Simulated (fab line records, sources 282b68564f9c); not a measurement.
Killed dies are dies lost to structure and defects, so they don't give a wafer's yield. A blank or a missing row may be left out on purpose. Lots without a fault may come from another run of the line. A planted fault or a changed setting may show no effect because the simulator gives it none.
Tool commonality check | flow rit_cmos | 14 lots, 42 wafers sampled

WHY IT WAS OPENED
At RIT_NLDD_TW_MEAS_10 the reading NLDD_TW is flagged on 2 of 14 lots. Wafers without a fault read 2495, standard deviation 20.
Rule: a lot is flagged when every wafer of it that has a number lies more than 4 standard deviations from that mean, or none has a number. The other lots count as sound.

lot  | measured    | on            | NLDD_TW, wafer by wafer | flag
L809 | day 3 01:02 | film_metro-01 | 2467 2473 2470          |
L810 | day 3 09:11 | film_metro-01 | 2483 2463 2470          |
L811 | day 3 09:23 | film_metro-02 | 2527 2531 2521          |
L812 | day 3 19:04 | film_metro-01 | 2487 2469 2491          |
L813 | day 4 02:50 | film_metro-01 | 2484 2476 2488          |
L815 | day 4 05:31 | film_metro-03 | 2526 2524 2549          |
L817 | day 4 22:04 | film_metro-01 | 2483 2481 2479          |
L818 | day 5 02:50 | film_metro-03 | 2523 2516 2532          |
L819 | day 5 06:00 | film_metro-01 | 2462 2485 2487          |
L820 | day 5 12:05 | film_metro-02 | 2513 2479 2491          |
L824 | day 6 07:58 | film_metro-02 | 2274 2264 2267          | FLAGGED
L825 | day 6 08:50 | film_metro-02 | 2494 2508 2508          |
L826 | day 7 03:12 | film_metro-02 | 2269 2270 2260          | FLAGGED
L830 | day 7 20:13 | film_metro-01 | 2451 2472 2481          |
The numbers of the flagged lots are 2267 on average: -228 against the usual, or -11 standard deviations.

WHICH TOOL RAN EACH LOT
The record holds 1 process step before the reading, out of a route of 202 steps. In each cell: the tool, then ch and the chambers that the sampled wafers went through, then the start.
lot  | flag    | RIT_NLDD_IMPLANT_08
L809 |         | implanter-04 ch 0, day 3 00:44
L810 |         | implanter-02 ch 0, day 3 08:52
L811 |         | implanter-04 ch 0, day 3 09:05
L812 |         | implanter-03 ch 0, day 3 18:46
L813 |         | implanter-03 ch 0, day 4 02:33
L815 |         | implanter-03 ch 0, day 4 05:13
L817 |         | implanter-03 ch 0, day 4 21:44
L818 |         | implanter-02 ch 0, day 5 02:31
L819 |         | implanter-04 ch 0, day 5 05:41
L820 |         | implanter-04 ch 0, day 5 11:47
L824 | FLAGGED | implanter-03 ch 0, day 6 07:40
L825 |         | implanter-02 ch 0, day 6 08:31
L826 | FLAGGED | implanter-03 ch 0, day 7 02:53
L830 |         | implanter-04 ch 0, day 7 19:56
What these steps do:
- RIT_NLDD_IMPLANT_08
- RIT_NLDD_TW_MEAS_10

FLAGGED OVER TOTAL, TOOL BY TOOL (the gauges that took the reading come last)
step                | tool          | lots run | flagged | share of the flagged lots | sound lots run after its first flagged lot
RIT_NLDD_IMPLANT_08 | implanter-02  | 3        | 0       | none                      | -
RIT_NLDD_IMPLANT_08 | implanter-03  | 6        | 2       | all                       | 0
RIT_NLDD_IMPLANT_08 | implanter-04  | 5        | 0       | none                      | -
RIT_NLDD_TW_MEAS_10 | film_metro-01 | 7        | 0       | none                      | -
RIT_NLDD_TW_MEAS_10 | film_metro-02 | 5        | 2       | all                       | 1 (L825)
RIT_NLDD_TW_MEAS_10 | film_metro-03 | 2        | 0       | none                      | -

WHAT THE TABLE ALLOWS
2 rows of the table ran every flagged lot: implanter-03 at RIT_NLDD_IMPLANT_08, film_metro-02 at RIT_NLDD_TW_MEAS_10.
- implanter-03 at RIT_NLDD_IMPLANT_08: 2 of its 6 lots flagged. Its last sound lot is L817 (day 4 21:44), its first flagged lot L824 (day 6 07:40): a fault that began between those two fits. Its own readings lie more than 4 standard deviations out on every wafer of the flagged lots: beam_energy_keV.
- film_metro-02 at RIT_NLDD_TW_MEAS_10: 2 of its 5 lots flagged. Sound lots ran on it after the first flagged one (L825), which a lasting fault on the whole tool wouldn't allow.
One tool is left: implanter-03 at RIT_NLDD_IMPLANT_08.

WHAT THE SIMULATOR HAD PUT IN
Process parameter drift: implanter-03, from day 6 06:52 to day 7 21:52, at RIT_NLDD_IMPLANT_08. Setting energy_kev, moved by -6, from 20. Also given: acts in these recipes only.
Lots struck among those shown: L824, L826. The rule above found the same.
